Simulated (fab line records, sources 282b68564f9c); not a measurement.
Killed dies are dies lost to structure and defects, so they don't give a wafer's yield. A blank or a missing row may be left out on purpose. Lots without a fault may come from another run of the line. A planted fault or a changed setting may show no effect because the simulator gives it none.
Problem report in the 8D (eight disciplines) form, filled by code | flow rit_cmos | the parts of the form that need people (team, actions taken, sign-off) are left out

1. THE PROBLEM
NWELL_RS at RIT_WELLDRIVE_RS_MEAS_01 reads a mean of 284.1 ohm/sq on 9 wafers of 3 lots; wafers without a fault read 275.5 ohm/sq with a standard deviation of 0.81. That is +11 standard deviations from the usual mean.
The step: measures by four-point-probe.
First seen on wafer L138.1, day 6 12:43, on film_metro-04. The record holds 45 wafers of 15 lots with a number at this step. Rule for "out", or "out of limits": more than 4 standard deviations from the usual mean. The other wafers with a number count as sound.

2. WHAT IT IS AND WHAT IT IS NOT
question                    | is                                          | is not
which readings at this step | NWELL_RS                                    | -
which lots                  | L138, L139, L140                            | L118, L119, L120, L121, L122, L123, L124, L125, L126, L127, L128, L130
which wafers of those lots  | all that have a number                      | -
read on which gauges        | film_metro-02, film_metro-03, film_metro-04 | -
when                        | from day 6 12:43                            | up to then (36 sound wafers)

3. SUSPECTS, AND WHAT RULES EACH OUT
Counting: a tool at a process step up to the reading stays a suspect if it ran every lot that is out and no sound lot after the first of them.
- the gauge at RIT_WELLDRIVE_RS_MEAS_01: ruled out. The wafers that are out were read on 3 gauges (film_metro-02, film_metro-03, film_metro-04).
- furnace-04 at RIT_WELLDRIVE_ANNEAL_00 (time 14700 s): kept. It ran every lot that is out, first L138 (day 6 07:38), and no sound lot after that; its last sound lot up to then is L126 (day 3 21:53). Its own readings are out on those wafers: spike_tc_source_C, tube_center_temp_C, tube_center_temp_C_max.
Left after counting: furnace-04 at RIT_WELLDRIVE_ANNEAL_00.

4. THE CAUSE (what the simulator had put in)
Process parameter drift: furnace-04, from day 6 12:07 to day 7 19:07, at RIT_WELLDRIVE_ANNEAL_00. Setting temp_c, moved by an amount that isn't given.
Counting left only this tool.

5. THE CHAIN OF EFFECTS, in route order
Each row: a reading whose mean over the struck wafers that have a number lies more than 3 standard deviations from the usual. Only readings for which the record gives a usual standard deviation are gone through. hours: the time from each lot's start at the first step in this table that gives one to its start at this step, as a median over the lots. sigmas: the change in usual standard deviations.
hours | step                     | reading                | usual        | on struck wafers | change | sigmas
0     | RIT_WELLDRIVE_ANNEAL_00  | spike_tc_centre_C      | 1102.3 C     | 1095.4           | -6.9   | -4.9
0     | RIT_WELLDRIVE_ANNEAL_00  | spike_tc_source_C      | 1125.9 C     | 1118.4           | -7.5   | -5.3
0     | RIT_WELLDRIVE_ANNEAL_00  | tube_center_temp_C     | 1100 C       | 1092             | -8     | -79
0     | RIT_WELLDRIVE_ANNEAL_00  | tube_center_temp_C_max | 1102.8       | 1094.8           | -8.0   | -17
5     | RIT_WELLDRIVE_RS_MEAS_01 | NWELL_RS               | 275.5 ohm/sq | 284.1            | +8.6   | +11
5     | RIT_WELLDRIVE_RS_MEAS_02 | PWELL_RS               | 429.5 ohm/sq | 438.7            | +9.2   | +8.3
The process steps in it:
- RIT_WELLDRIVE_ANNEAL_00: time 14700 s.

6. WHAT WOULD HAVE CAUGHT IT SOONER
In this record the first reading out of limits at a measuring or inspecting step was taken at day 6 12:43, 1 hour after the fault began at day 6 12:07.
The tool's own readings at RIT_WELLDRIVE_ANNEAL_00 were out on every struck wafer that the step has a row for (spike_tc_source_C, tube_center_temp_C, tube_center_temp_C_max): an alarm limit on them would have fired on the first of those.
Of the lots that are out (3), L139, L140 began RIT_WELLDRIVE_ANNEAL_00 on furnace-04 after day 6 12:43. A hold on the tool at that time would have spared those 2.
